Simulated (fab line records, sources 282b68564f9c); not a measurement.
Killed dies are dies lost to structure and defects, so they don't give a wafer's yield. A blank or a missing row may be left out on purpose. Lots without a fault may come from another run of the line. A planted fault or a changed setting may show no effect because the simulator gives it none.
A struck lot beside a sound one | flow rit_cmos | 19 steps out of a route of 202
Sound: wafers L324.2, L324.4, L324.6. Struck: wafers L333.2, L333.4, L333.6. The cause comes at the end.
At each step with rows: each side's tool, then ch and its chambers, then its first start. Under that, the readings that differ: sound wafers | struck wafers | difference of the means | sigmas: that difference in standard deviations of wafers without a fault.
alike: readings whose means differ by less than 2 such deviations, and words and numbers that are the same on both sides. not compared: withheld readings, readings that some wafer has no value for, bounds like >300 that may hide the same value, and numbers for which the record gives no deviation and whose values overlap.
The two part at a step that has a row with sigmas, a row that says differs or no value, or rows on one side only. Numbers that don't overlap but have no deviation are shown without sigmas and don't part them. A reading that every wafer of one side lacks parts them only if that side has two wafers or more.

RIT_SILICIDE_RS_MEAS_02: measures by four-point-probe.
  sound on film_metro-04, day 3 19:08; struck on film_metro-01, day 5 16:15
  alike: SILICIDE_TI_RS
RIT_SILICIDE_THK_MEAS_03: measures by xrf.
  sound on film_metro-04, day 3 19:14; struck on film_metro-01, day 5 16:22
  alike: SILICIDE_TI_THK
RIT_SILICIDE_RTA_04: time 10 s, ramp up 5 s, ramp down 5 s.
  sound on rtp_anneal-01 ch 0, day 3 19:18; struck on rtp_anneal-01 ch 0, day 5 16:25
  alike: anneal_temp_c_max, wafer_temp_C_max
then, 1 step without rows for these wafers: RIT_SILICIDE_WET_ETCH_05 (etches Ti in SPM, time 120 s).
RIT_SILICIDE_RTA_06: time 10 s, ramp up 5 s, ramp down 10 s.
  sound on rtp_anneal-01 ch 0, day 3 19:25; struck on rtp_anneal-01 ch 0, day 5 16:32
  alike: anneal_temp_c_max, wafer_temp_C_max
RIT_CONTACT_CVD_00: deposits SiO2 from TEOS, target thk 400 nm, time 61 s.
  sound on pecvd-04 ch 0,2, day 3 19:28; struck on pecvd-04 ch 0,2, day 5 16:35
  alike: heater_power_w, susceptor_temp_C
RIT_CONTACT_THK_MEAS_01:
  sound on film_metro-01, day 3 19:32; struck on film_metro-02, day 5 16:39
  alike: CONTACT_TEOS_THK
then, 5 steps without rows for these wafers: RIT_CONTACT_HMDS_02 (prime time 60 s); RIT_CONTACT_COAT_03 (resist thk 1000 nm); RIT_CONTACT_SOFTBAKE_04 (time 60 s); RIT_CONTACT_EXPOSE_05 (exposes mask M11, target cd 1000 nm); RIT_CONTACT_PEB_06.
RIT_CONTACT_DEVELOP_07: develop time 120 s.
  sound on litho_track-04 ch 0, day 3 20:00; struck on litho_track-03 ch 0, day 5 17:00
RIT_CONTACT_CD_MEAS_08: target cd 1000 nm.
  sound on cd_sem-02, day 3 20:47; struck on cd_sem-01, day 5 18:05
  reading    | sound                | struck               | difference | sigmas
  cd_nm (nm) | 1002.7 1003.0 1002.8 | 1013.7 1013.5 1015.2 | +11.3      | +4
  not compared: hold
RIT_CONTACT_OVL_MEAS_09:
  sound on overlay-01, day 3 20:54; struck on overlay-02, day 5 20:59
  reading | sound | struck                                                                     | difference                   | sigmas
  hold    | - - - | await_dispo/2.8h/release await_dispo/2.8h/release await_dispo/2.8h/release | no value on the sound wafers |
  alike: CONTACT_OVL
then, 1 step without rows for these wafers: RIT_CONTACT_HARDBAKE_10 (time 60 s).
RIT_CONTACT_ETCH_11: etches SiO2 in CHF3/CF4/Ar, stops on TiSi2, target depth 480 nm, time 320 s.
  sound on rie_diel-03 ch 0,2,3, day 3 21:05; struck on rie_diel-03 ch 1,2, day 5 21:13
  reading                  | sound          | struck         | difference | sigmas
  model.CONTACT.cd_nm (nm) | 1003 1003 1003 | 1013 1014 1015 | +11        |
  alike: chamber_pressure_mTorr, drypump_motor_current_A, oes_product_au, throttle_valve_pct
  not compared: rf_hours_counter_h
RIT_CONTACT_STRIP_12: strips in O2, time 180 s.
  sound on plasma_asher-03 ch 0,1, day 3 21:16; struck on plasma_asher-04 ch 0,1, day 5 21:25
  alike: chamber_pressure_mTorr, drypump_motor_current_A
  not compared: rf_hours_counter_h
RIT_M1_PROBE_99:
  sound on prober-02, day 4 02:23; struck on prober-01, day 6 06:50
  alike: killed_at_contacts, killed_at_front_end, killed_dies, killed_open, killed_short

WHERE THEY PART
First at RIT_CONTACT_CD_MEAS_08; last, within this record, at RIT_CONTACT_OVL_MEAS_09. Later steps at which nothing parts them and some readings are alike: RIT_CONTACT_ETCH_11, RIT_CONTACT_STRIP_12, RIT_M1_PROBE_99.

WHY: what the simulator had put in
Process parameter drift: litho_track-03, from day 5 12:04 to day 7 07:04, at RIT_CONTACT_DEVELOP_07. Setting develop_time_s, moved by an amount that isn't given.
